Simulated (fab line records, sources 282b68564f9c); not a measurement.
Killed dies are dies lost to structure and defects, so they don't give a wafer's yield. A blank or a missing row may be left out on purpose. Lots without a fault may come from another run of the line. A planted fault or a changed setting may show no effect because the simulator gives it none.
fab line records | flow rit_cmos
record lots=6 wafers=18 last_day=7
route steps=202 shown NRETRO@60 PRETRO@64 M1@202
lots that met no fault: from a run of the same line without faults
start_h: hours from the record's first day to the start of the lot's first wafer shown | wait_h: hours since the lot's step before | " the same as in the row above | L1.1+2: a row that stands for several wafers | - no value, or no start given | * or withheld: withheld | < > ~ a bound
route shown NAME@n: a module of which the file shows steps, and the number in the route of the first | usual: mean/standard deviation of fault-free wafers | same: alike in all rows | chamber/n: place in a boat | sites: the reading at each site | _std_site: their standard deviation | _edge_site: outer sites' mean less inner sites' | radius_mm: how far each site lies from the wafer's centre | mask NAME#n: copy n | behind: the tool/chamber that last shaped the wafer | hold: why the lot was held/for how many hours/how that ended | device: the transistor (n, p or np) that didn't switch | end of line: the same wafers' tests at the end of the route | a step without rows: its recipe alone | killed: dies lost to structure and defects at the first sort, not the wafer's yield | map: a wafer's dies, x killed, . not, _ none there
set.NAME: the setting as run; set.NAME@STEP: as run at that earlier step | model.NAME: the simulator's own value behind a step, which no gauge read
lots at some steps of the route; a table a step, a row a wafer
services: from which hour (start_h, from the record's first day; less than 0 if before it) a tool's chamber was out of use, for how many hours, and why
## steps
# step RIT_NRETRO_HARDBAKE_07
# recipe resist=NOVOLAK temp_c=140 time_s=120
# step RIT_NRETRO_IMPLANT_08
# recipe species=P energy_kev=70 dose_cm2=1e+13 tilt_deg=7
# step RIT_NRETRO_STRIP_09
# recipe chemistry=O2 time_s=180 resist=NOVOLAK platen_temp_c=withheld power_w=500 pressure_mtorr=4000 o2_flow_sccm=4000
# usual drypump_motor_current_A=5.9/0.44
# columns lot.wafer tool chamber start_h wait_h drypump_motor_current_A rf_hours_counter_h
L690.2 plasma_asher-02 0 35.12 0.1 6.5 40
L690.4 " 1 " " 5.7 -
L690.6 " 0 " " 6.5 -
L694.1 plasma_asher-01 0 55.71 0.1 5.1 41
L694.4 " 0 " " 5.1 -
L694.6 " 0 " " 5.1 -
L695.1 plasma_asher-02 1 60.67 0.1 5.8 42
L695.3 " 0 " " 6.5 -
L695.4 " 1 " " 5.8 -
L698.1 plasma_asher-02 0 74.28 0.1 6.5 43
L698.2 " 1 " " 5.7 43
L698.5 " 0 " " 6.5 -
L703.2 plasma_asher-01 0 103.29 0.1 5.1 46
L703.4 " 1 " " 6.0 -
L703.6 " 0 " " 5.1 -
L712.4 plasma_asher-01 1 144.72 0.1 6.1 -
L712.5 " 0 " " 5.1 -
L712.6 " 1 " " 6.1 -
# step RIT_NRETRO_TW_MEAS_10
# usual NRETRO_TW=1066/8.6
# columns lot.wafer tool chamber start_h wait_h NRETRO_TW
L690.2 film_metro-03 - 35.30 0.1 1080
L690.4 " - " " 1082
L690.6 " - " " 1080
L694.1 film_metro-03 - 55.88 0.1 1086
L694.4 " - " " 1087
L694.6 " - " " 1087
L695.1 film_metro-02 - 60.84 0.1 1060
L695.3 " - " " 1059
L695.4 " - " " 1059
L698.1 film_metro-02 - 74.45 0.1 1061
L698.2 " - " " 1062
L698.5 " - " " 1062
L703.2 film_metro-04 - 103.48 0.1 1064
L703.4 " - " " 1067
L703.6 " - " " 1069
L712.4 film_metro-03 - 144.86 0.1 1070
L712.5 " - " " 1077
L712.6 " - " " 1077
# step RIT_PRETRO_HMDS_00
# recipe prime_time_s=60 prime_temp_c=140
# step RIT_PRETRO_COAT_01
# recipe resist=NOVOLAK spin_rpm=2000 resist_thk_nm=1300
# step RIT_PRETRO_SOFTBAKE_02
# recipe resist=NOVOLAK temp_c=90 time_s=60
# step RIT_PRETRO_EXPOSE_03
# recipe mask_id=M5 na=0.57 target_cd_nm=43700 dose_mj=250
# step RIT_PRETRO_PEB_04
# recipe resist=NOVOLAK temp_c=withheld time_s=withheld
# step RIT_PRETRO_DEVELOP_05
# recipe resist=NOVOLAK develop_time_s=68 dev_temp_c=23
# step RIT_PRETRO_OVL_MEAS_06
# usual PRETRO_OVL=-0.3/1.4
# columns lot.wafer tool chamber start_h wait_h PRETRO_OVL[nm]
L690.2 overlay-01 - 36.36 - 0.3
L690.4 " - " " 1.4
L690.6 " - " " -1.4
L694.1 overlay-02 - 56.95 - 2.2
L694.4 " - " " 1.4
L694.6 " - " " 2.7
L695.1 overlay-02 - 61.91 - -1.0
L695.3 " - " " -2.4
L695.4 " - " " -1.0
L698.1 overlay-01 - 75.52 - 1.5
L698.2 " - " " 2.9
L698.5 " - " " 0.9
L703.2 overlay-01 - 104.61 - 0.4
L703.4 " - " " -1.4
L703.6 " - " " -1.9
L712.4 overlay-01 - 145.79 - -1.8
L712.5 " - " " 0.0
L712.6 " - " " -0.8
# step RIT_PRETRO_HARDBAKE_07
# recipe resist=NOVOLAK temp_c=140 time_s=120
# step RIT_PRETRO_IMPLANT_08
# recipe species=B energy_kev=45 dose_cm2=1.2e+13 tilt_deg=7
# usual tilt_deg=7.001/0.019
# same implant_ion_amu=11
# columns lot.wafer tool chamber start_h wait_h tilt_deg
L690.2 implanter-04 0 36.67 0.2 7.022
L690.4 " 0 " " 7.011
L690.6 " 0 " " 7.010
L694.1 implanter-04 0 57.61 0.2 6.739
L694.4 " 0 " " 6.752
L694.6 " 0 " " 6.742
L695.1 implanter-02 0 62.19 0.2 6.974
L695.3 " 0 " " 6.979
L695.4 " 0 " " 6.975
L698.1 implanter-04 0 75.82 0.2 6.755
L698.2 " 0 " " 6.771
L698.5 " 0 " " 6.756
L703.2 implanter-01 0 104.91 0.2 7.003
L703.4 " 0 " " 6.990
L703.6 " 0 " " 6.993
L712.4 implanter-04 0 146.13 0.2 6.991
L712.5 " 0 " " 6.988
L712.6 " 0 " " 7.004
# step RIT_PRETRO_STRIP_09
# recipe chemistry=O2 time_s=180 resist=NOVOLAK platen_temp_c=withheld power_w=500 pressure_mtorr=4000 o2_flow_sccm=4000
# usual drypump_motor_current_A=5.5/0.46
# columns lot.wafer tool chamber start_h wait_h drypump_motor_current_A rf_hours_counter_h
L690.2 plasma_asher-03 1 36.79 0.1 5.7 24
L690.4 " 0 " " 6.0 -
L690.6 " 1 " " 5.7 -
L694.1 plasma_asher-01 1 57.76 0.1 6.1 41
L694.4 " 0 " " 5.1 -
L694.6 " 1 " " 6.0 -
L695.1 plasma_asher-01 1 62.34 0.1 6.0 42
L695.3 " 0 " " 5.1 -
L695.4 " 1 " " 6.1 -
L698.1 plasma_asher-04 0 75.97 0.1 4.8 43
L698.2 " 1 " " 5.2 43
L698.5 " 0 " " 4.8 -
L703.2 plasma_asher-03 1 105.04 0.1 5.7 30
L703.4 " 0 " " 6.0 -
L703.6 " 1 " " 5.7 -
L712.4 plasma_asher-04 0 146.27 0.1 4.8 -
L712.5 " 1 " " 5.2 -
L712.6 " 0 " " 4.8 -
# step RIT_M1_PROBE_99
# usual killed_at_front_end=6.8/2.8 killed_dies=6.9/2.8 killed_open=3.3/1.9 killed_short=3.5/1.8
# same gross_dies=264 killed_at_M0_to_M3=0 killed_at_M4_up=0 killed_at_back_side=0 killed_at_contacts=0 killed_at_other=0
# columns lot.wafer tool chamber start_h wait_h killed_at_front_end killed_dies killed_open killed_short
L690.2 prober-02 - 63.09 0.1 6 6 3 3
L690.4 prober-02 - 63.19 0.2 5 5 3 2
L690.6 prober-02 - 63.29 0.2 4 4 2 2
L694.1 prober-02 - 83.71 0.1 6 6 3 3
L694.4 prober-02 - 83.86 0.2 4 4 2 2
L694.6 prober-02 - 83.96 0.2 5 5 1 4
L695.1 prober-01 - 87.19 0.1 7 7 4 3
L695.3 prober-01 - 87.29 0.2 5 5 3 2
L695.4 prober-01 - 87.34 0.2 9 9 6 3
L698.1 prober-02 - 105.10 0.1 9 9 3 6
L698.2 prober-02 - 105.15 0.1 9 9 2 7
L698.5 prober-02 - 105.30 0.2 6 6 4 2
L703.2 prober-01 - 133.79 0.4 2 2 1 1
L703.4 prober-01 - 133.89 0.5 3 3 1 2
L703.6 prober-01 - 133.99 0.6 2 2 1 1
L712.4 prober-01 - 173.48 0.2 6 6 1 5
L712.5 prober-01 - 173.53 0.2 7 7 2 5
L712.6 prober-01 - 173.58 0.2 7 7 4 3
# killed by level:class
L690.2 GATE:geometric_particle:open=2 GATE:geometric_particle:short=1 REOX:geometric_particle:short=1 REOX:geometric_particle:open=1 SPACER:geometric_particle:short=1
L690.4 GATE:geometric_particle:open=3 REOX:geometric_particle:short=1 SPACER:geometric_particle:short=1
L690.6 FOX1:geometric_particle:open=1 GATE:geometric_particle:short=1 GATE:geometric_particle:open=1 REOX:geometric_particle:short=1
L694.1 FOX2:geometric_particle:short=2 FOX2:geometric_particle:open=1 GATE:geometric_particle:open=1 REOX:geometric_particle:open=1 SILICIDE:geometric_particle:short=1
L694.4 ACTIVE:geometric_particle:open=1 GATE:geometric_particle:short=1 SPACER:geometric_particle:open=1 SILICIDE:geometric_particle:short=1
L694.6 GATE:geometric_particle:short=4 GATE:geometric_particle:open=1
L695.1 FOX2:geometric_particle:short=2 REOX:geometric_particle:open=2 FOX2:geometric_particle:open=1 GATE:geometric_particle:short=1 SILICIDE:geometric_particle:open=1
L695.3 FOX1:geometric_particle:open=1 FOX2:geometric_particle:open=1 GATE:geometric_particle:short=1 GATE:geometric_particle:open=1 REOX:geometric_particle:short=1
L695.4 GATE:geometric_particle:open=4 SPACER:geometric_particle:short=2 REOX:geometric_particle:open=1 REOX:geometric_particle:short=1 SPACER:geometric_particle:open=1
L698.1 GATE:geometric_particle:open=3 SPACER:geometric_particle:short=3 GATE:geometric_particle:short=2 REOX:geometric_particle:short=1
L698.2 GATE:geometric_particle:short=3 SPACER:geometric_particle:short=2 SPACER:geometric_particle:open=2 FOX2:geometric_particle:short=1 REOX:geometric_particle:short=1
L698.5 GATE:geometric_particle:open=2 SPACER:geometric_particle:open=2 FOX1:geometric_particle:short=1 GATE:geometric_particle:short=1
L703.2 REOX:geometric_particle:open=1 SPACER:geometric_particle:short=1
L703.4 GATE:geometric_particle:short=2 GATE:geometric_particle:open=1
L703.6 FOX2:geometric_particle:open=1 GATE:geometric_particle:short=1
L712.4 SPACER:geometric_particle:short=2 FOX1:geometric_particle:short=1 GATE:geometric_particle:short=1 REOX:geometric_particle:short=1 SPACER:geometric_particle:open=1
L712.5 REOX:geometric_particle:short=2 FOX2:geometric_particle:short=1 GATE:geometric_particle:open=1 GATE:geometric_particle:short=1 SPACER:geometric_particle:short=1 SILICIDE:geometric_particle:open=1
L712.6 FOX2:geometric_particle:open=2 FOX1:geometric_particle:short=1 FOX2:geometric_particle:short=1 SPACER:geometric_particle:short=1 SPACER:geometric_particle:open=1 SILICIDE:geometric_particle:open=1
## services
# columns tool chamber start_h hours kind
plasma_asher-01 - 22.10 1.8 repair
implanter-01 - 46.82 3.3 repair
implanter-04 - 61.84 4.6 repair
implanter-04 - 62.46 3.3 repair
implanter-01 - 63.66 3.1 pm
plasma_asher-03 - 74.96 24.9 pm
plasma_asher-01 - 85.33 2.8 pm
plasma_asher-04 - 108.75 9.0 pm
plasma_asher-04 0 108.75 9.0 vent_cycle
plasma_asher-04 1 108.75 9.0 vent_cycle
implanter-02 - 108.95 2.0 repair
plasma_asher-04 0 117.75 - clean
plasma_asher-04 1 117.75 - clean
implanter-04 - 132.03 0.7 repair
plasma_asher-03 - 142.42 14.6 pm
## key
first_sign step=RIT_PRETRO_IMPLANT_08 reading=tilt_deg direction=down sigmas=13 usual=7.001 struck=6.752
effect none on later readings
met_at RIT_PRETRO_IMPLANT_08
struck_wafers L694.1,L694.4,L694.6,L698.1,L698.2,L698.5
tester_left_out L694,L698
onset_between 36.67 57.61
fault kind=process_parameter_drift tool=implanter-04 chamber=- onset_h=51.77 steps=RIT_PRETRO_IMPLANT_08 channel=tilt_deg offset=-0.25556 shape=step end_h=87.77 acts_in=these_recipes_only stated=7
# tester_left_out: of these lots the tester's yield and bins aren't shown, on N5 and GAA mostly nor the transistor test; their killed dies are dies lost to structure and defects alone, not to doping, threshold or leakage, so they don't give the yield
